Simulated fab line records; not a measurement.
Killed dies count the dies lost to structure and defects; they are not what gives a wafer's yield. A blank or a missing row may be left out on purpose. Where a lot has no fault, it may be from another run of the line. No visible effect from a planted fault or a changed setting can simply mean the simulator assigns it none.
Split-lot experiment -- flow berkeley cmos170 -- on a route of 331 steps: 5 lots, 23 wafers read

THE SPLIT ITSELF
At UCB170_PSD_COAT_01 (resist thk 900 nm), the setting spin rpm was moved away from the recipe's 1500 rpm on 6 of the 23 wafers read, by +3.5% to +6.5%. For the rest of the wafers, this setting stayed at what the recipe calls for.

The reading is taken at the split's own step.

THE READING
KrF_of_PSD_COAT_01.thk nm (the simulator's own value, which no gauge read), in nm, at UCB170_PSD_COAT_01 (resist thk 900 nm). There is no usual value for it anywhere in the file. The 17 wafers here that ran the recipe average 898.2 nm, standard deviation 3.3 nm.

wafer,"tool, chamber at the split","spin rpm as run, rpm",against the recipe,"KrF_of_PSD_COAT_01.thk nm, nm",against lot-mates on the recipe
L074.1,"litho track-01, 0",1597,+6.5%,867.3,-27.4
L074.2,"litho track-01, 0",1500,recipe,892.9,-
L074.4,"litho track-01, 0",1500,recipe,895.5,-
L074.5,"litho track-01, 0",1500,recipe,895.6,-
L074.6,"litho track-01, 0",1597,+6.5%,865.6,-29.1
L077.1,"litho track-01, 0",1500,recipe,896.9,-
L077.2,"litho track-01, 0",1500,recipe,894.2,-
L077.3,"litho track-01, 0",1552,+3.5%,882.3,-13.6
L077.5,"litho track-01, 0",1500,recipe,896.5,-
L077.6,"litho track-01, 0",1552,+3.5%,883,-12.9
L079.3,"litho track-01, 0",1500,recipe,893,-
L079.4,"litho track-01, 0",1500,recipe,899,-
L079.5,"litho track-01, 0",1500,recipe,894.7,-
L081.1,"litho track-01, 0",1500,recipe,899.4,-
L081.2,"litho track-01, 0",1578,+5.2%,878.9,-21.7
L081.3,"litho track-01, 0",1500,recipe,900.6,-
L081.4,"litho track-01, 0",1578,+5.2%,879.2,-21.4
L081.6,"litho track-01, 0",1500,recipe,901.8,-
L080.1,"litho track-03, 0",1500,recipe,902.6,-
L080.3,"litho track-03, 0",1500,recipe,900.3,-
L080.4,"litho track-03, 0",1500,recipe,902.9,-
L080.5,"litho track-03, 0",1500,recipe,901.2,-
L080.6,"litho track-03, 0",1500,recipe,901.6,-

THE FIT
A straight line over all 23 wafers: KrF_of_PSD_COAT_01.thk nm changes by -4.44 nm for each +1% of spin rpm; r = -0.95; the points scatter about the line by 3.4 nm.
The same after taking each lot's own level away (the mean of its wafers on the recipe; 23 wafers): -4.22 nm for each +1%; r = -0.99; scatter 1.4 nm.
Per that fit: largest spin rpm move, reading shift of 27 nm.
From 894.67 to 901.72 nm: that is the span of the lots' own levels, equal to 2.1 times the standard deviation above.
Hence the lot-to-lot level has little effect on the slope; both slopes agree.
Check: with one of the wafers moved furthest among these (+6.5%) left out of the fit, the line predicts -27.2 nm for it against its lot-mates. Against them it came out at -27.4 nm.

ADDITIONAL SPLITS CARRIED BY THESE WAFERS
These wafers also went through other splits before the reading. Each is held against what the fit with the lots' levels taken away leaves over:
other split on the same wafers,wafers away from the commonest value,r with KrF_of_PSD_COAT_01.thk nm (lot level and that fit taken away)
UCB170_PWELL_IMPLANT_15 dose cm2,9,+0.02
UCB170_ACTIVE_CVD_05 sih2cl2 flow sccm,15,-0.21
UCB170_ACTIVE_STRIP_16 power w,6,-0.01
UCB170_FIELD_OXIDATION_01 temp c,15,-0.09
UCB170_NVT_IMPLANT_07 energy kev,6,+0.18
UCB170_PVT_IMPLANT_07 energy kev,9,+0.16
UCB170_NLDD_IMPLANT_08 dose cm2,11,+0.15

THE WHOLE CHAIN: every reading that the file lists as answering this split, in the file's order
step,what it does,reading,change (the file's fit),r (the file's)
UCB170_PSD_COAT_01,resist thk 900 nm,"KrF_of_PSD_COAT_01.thk nm (the simulator's own value, which no gauge read)",-4.21 nm for each +1% of the setting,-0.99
UCB170_PSD_STRIP_09,strips in O2,strip time to endpoint s,withheld for each +1% of the setting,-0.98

FILE'S OWN FIT
KrF_of_PSD_COAT_01.thk nm changes by -4.21 nm for each +1% of spin rpm, r = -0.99.
